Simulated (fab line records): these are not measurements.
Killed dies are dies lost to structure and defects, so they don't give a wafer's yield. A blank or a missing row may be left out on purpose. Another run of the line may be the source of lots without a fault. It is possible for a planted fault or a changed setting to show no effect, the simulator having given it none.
Which tool did it?    flow berkeleyCmos170    14 lots, 42 wafers sampled, at 3 steps of a route of 331

WHAT THE GAUGES READ, wafer by wafer
UCB170_NLDD_OVL_MEAS_07.
lot   measured      on          NLDD_OVL (nm)
L134  day 7 06:55   overlay-02  8 4 11
L135  day 7 21:52   overlay-01  11 7 7
L136  day 7 22:11   overlay-02  9 12 10
L139  day 8 10:40   overlay-01  9 9 7
L141  day 9 09:10   overlay-01  0 1 1
L142  day 9 09:43   overlay-02  -11 -1 -7
L140  day 9 09:26   overlay-02  15 11 6
L144  day 9 15:31   overlay-02  108 116 103
L143  day 9 16:19   overlay-01  115 107 114
L148  day 10 16:39  overlay-01  -5 1 8
L151  day 11 01:50  overlay-01  4 11 8
L149  day 11 02:02  overlay-01  16 14 13
L152  day 11 17:05  overlay-01  7 5 10
L156  day 12 11:59  overlay-01  6 10 -2

EACH LOT AND THE TOOL THAT RAN IT (in order: tool; ch and the chambers of the sampled wafers; start)
lot   UCB170_GATE_STRIP_16                 UCB170_NLDD_EXPOSE_03
L134  plasmaAsher-01 ch 0,1, day 7 02:47   krfScanner-01 ch 0, day 7 06:24
L135  plasmaAsher-01 ch 0,1, day 7 17:48   krfScanner-01 ch 0, day 7 21:22
L136  plasmaAsher-02 ch 0,1, day 7 18:04   krfScanner-01 ch 0, day 7 21:42
L139  plasmaAsher-01 ch 0,1, day 8 05:43   krfScanner-01 ch 0, day 8 09:26
L141  plasmaAsher-01 ch 0,1, day 9 05:20   krfScanner-02 ch 0, day 9 08:20
L142  plasmaAsher-03 ch 0,1, day 9 05:36   krfScanner-02 ch 0, day 9 09:08
L140  plasmaAsher-01 ch 0,1, day 9 05:50   krfScanner-01 ch 0, day 9 08:54
L144  plasmaAsher-01 ch 0,1, day 9 12:31   krfScanner-02 ch 0, day 9 15:01
L143  plasmaAsher-01 ch 0,1, day 9 13:07   krfScanner-02 ch 0, day 9 15:51
L148  plasmaAsher-02 ch 0,1, day 10 13:04  krfScanner-01 ch 0, day 10 16:09
L151  plasmaAsher-02 ch 0,1, day 10 21:37  krfScanner-01 ch 0, day 11 01:07
L149  plasmaAsher-01 ch 0,1, day 10 21:47  krfScanner-01 ch 0, day 11 01:16
L152  plasmaAsher-03 ch 0,1, day 11 13:12  krfScanner-01 ch 0, day 11 16:34
L156  plasmaAsher-03 ch 0,1, day 12 07:58  krfScanner-01 ch 0, day 12 11:23
- UCB170_GATE_STRIP_16: strips in O2.
- UCB170_NLDD_EXPOSE_03: exposes mask NSELECT, target cd 1200 nm.

AS READ BY THE TOOLS THEMSELVES (means over the sampled wafers that have a number; for cases with no such wafer, the mark the record gives instead)
UCB170_GATE_STRIP_16.
lot   tool            drypumpMotorCurrentA (A)  oesProductAu (a.u.)
L134  plasmaAsher-01  5.91                      0.727
L135  plasmaAsher-01  5.90                      0.723
L136  plasmaAsher-02  5.35                      0.725
L139  plasmaAsher-01  5.90                      0.724
L141  plasmaAsher-01  5.90                      0.722
L142  plasmaAsher-03  5.77                      0.720
L140  plasmaAsher-01  5.91                      0.726
L144  plasmaAsher-01  5.90                      0.725
L143  plasmaAsher-01  5.90                      0.721
L148  plasmaAsher-02  5.34                      0.722
L151  plasmaAsher-02  5.35                      0.722
L149  plasmaAsher-01  5.88                      0.726
L152  plasmaAsher-03  5.74                      0.724
L156  plasmaAsher-03  5.74                      0.724

THE ANSWER, worked out from the rows above alone
Rule: usual is defined by the lots themselves. Put in order of their means at a reading, lots are off if they are a third of the lots or fewer, leave a main group of 4 or more, and stand apart from it by a gap of 3 or more times the standard deviation of the main group's means; of several such gaps the widest counts. The tables above print the reading to a certain number of digits; a main group whose means all agree to those digits is not used. A lot without any number at a reading at which 4 lots or more have one is off too. Any other lot the step has rows for is counted as sound. After the gauges, taken in route order, come the tools' own readings; for these a lot's mean is taken, as printed above. The first step at which some lot is off is used, and at that step the reading that is off furthest; a lot without a number counts as furthest.
Off: L144, L143, at UCB170_NLDD_OVL_MEAS_07 (NLDD_OVL). For the main group the mean is 6 nm and the standard deviation 5.3.
If a tool, at a process step before that reading, ran all the lots that are off and no sound lot after the first of them, it fits. Gauges at UCB170_NLDD_OVL_MEAS_07: tried the same way as those tools. One candidate fits, namely krfScanner-02 at UCB170_NLDD_EXPOSE_03. A fault onset in the window from L142 (day 9 09:08, its last sound lot) to L144 (day 9 15:01, its first lot off) fits.

WHAT THE SIMULATOR HAD PUT IN
Scanner matching overlay: krfScanner-02, from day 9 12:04 on, at UCB170_NLDD_EXPOSE_03. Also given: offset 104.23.
Lots struck among those shown: L144, L143. The rule above found the same.
